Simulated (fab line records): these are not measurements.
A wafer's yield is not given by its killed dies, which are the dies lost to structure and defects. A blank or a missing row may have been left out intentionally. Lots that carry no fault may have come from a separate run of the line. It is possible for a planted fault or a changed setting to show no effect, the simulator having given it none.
A single fault, viewed from 2 desks || flow rit_cmos || numbers are kept per desk, each desk with only its own; the story behind them comes last

## DESK OF THE TOOL OWNER: implanter-03
For each lot that ran on this tool, the mean over its sampled wafers that have a number, from the tool's own readings at RIT_PLDD_IMPLANT_08. Marked OUT: a lot whose mean sits more than 4 standard deviations from the usual mean, which makes it out of limits; the brackets give that distance.
Columns: A = beam_energy_keV at RIT_PLDD_IMPLANT_08, usual 20.000
{"lot": "L894", "first seen here": "day 3 14:48", "A": 19.999}
{"lot": "L896", "first seen here": "day 4 00:44", "A": 20.001}
{"lot": "L897", "first seen here": "day 4 07:41", "A": 19.995}
{"lot": "L898", "first seen here": "day 4 11:12", "A": 20.004}
{"lot": "L899", "first seen here": "day 4 16:03", "A": 20.005}
{"lot": "L901", "first seen here": "day 5 02:28", "A": 19.998}
{"lot": "L902", "first seen here": "day 5 05:25", "A": "19.040 (-99 or more) OUT"}
{"lot": "L905", "first seen here": "day 5 22:01", "A": "19.039 (-99 or more) OUT"}
This desk's verdict: out of limits on L902, L905, starting with L902 at day 5 05:25 (beam_energy_keV at RIT_PLDD_IMPLANT_08). Within limits: L894, L896, L897, L898, L899, L901.

## AT THE METROLOGY DESK
What the gauges read for every lot (on any tool): the sampled wafers with a number, averaged. Marked OUT: a lot whose mean sits more than 4 standard deviations from the usual mean, which makes it out of limits; the brackets give that distance.
Columns: A = PLDD_RS at RIT_SDANNEAL_RS_MEAS_06, usual 178.6 ohm/sq
{"lot": "L892", "first seen here": "day 3 10:53", "A": 178.4}
{"lot": "L893", "first seen here": "day 3 14:29", "A": 178.7}
{"lot": "L894", "first seen here": "day 3 23:09", "A": 178.0}
{"lot": "L895", "first seen here": "day 4 03:49", "A": 178.0}
{"lot": "L896", "first seen here": "day 4 07:41", "A": 178.6}
{"lot": "L897", "first seen here": "day 4 14:13", "A": 179.0}
{"lot": "L898", "first seen here": "day 4 17:51", "A": 178.2}
{"lot": "L899", "first seen here": "day 4 23:40", "A": 178.8}
{"lot": "L901", "first seen here": "day 5 09:08", "A": 178.7}
{"lot": "L902", "first seen here": "day 5 11:57", "A": "182.6 (+7.9) OUT"}
{"lot": "L903", "first seen here": "day 5 16:10", "A": 178.3}
{"lot": "L905", "first seen here": "day 6 04:45", "A": "181.2 (+5.2) OUT"}
{"lot": "L907", "first seen here": "day 6 14:49", "A": 178.4}
{"lot": "L910", "first seen here": "day 7 05:05", "A": 179.3}
This desk reports L902, L905 out of limits; the earliest was L902 at day 5 11:57 (PLDD_RS at RIT_SDANNEAL_RS_MEAS_06). Within limits: L892, L893, L894, L895, L896, L897, L898, L899, L901, L903, L907, L910.

## PUT TOGETHER
On L902, L905, at day 5 05:25, an alarm was possible from the tool owner's desk.
An alarm was possible from the metrology desk at day 5 11:57, on L902, L905.
All the named lots went through RIT_PLDD_IMPLANT_08 on implanter-03.

## WHAT THE SIMULATOR PUT IN
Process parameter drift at RIT_PLDD_IMPLANT_08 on implanter-03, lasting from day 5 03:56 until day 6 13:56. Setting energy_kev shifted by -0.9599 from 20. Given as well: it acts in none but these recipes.
Lots struck among those shown: L902, L905.
Delay (hours) between the fault's onset and each desk's first out-of-limits reading: 1 at the tool owner's desk, 8 at the metrology desk.
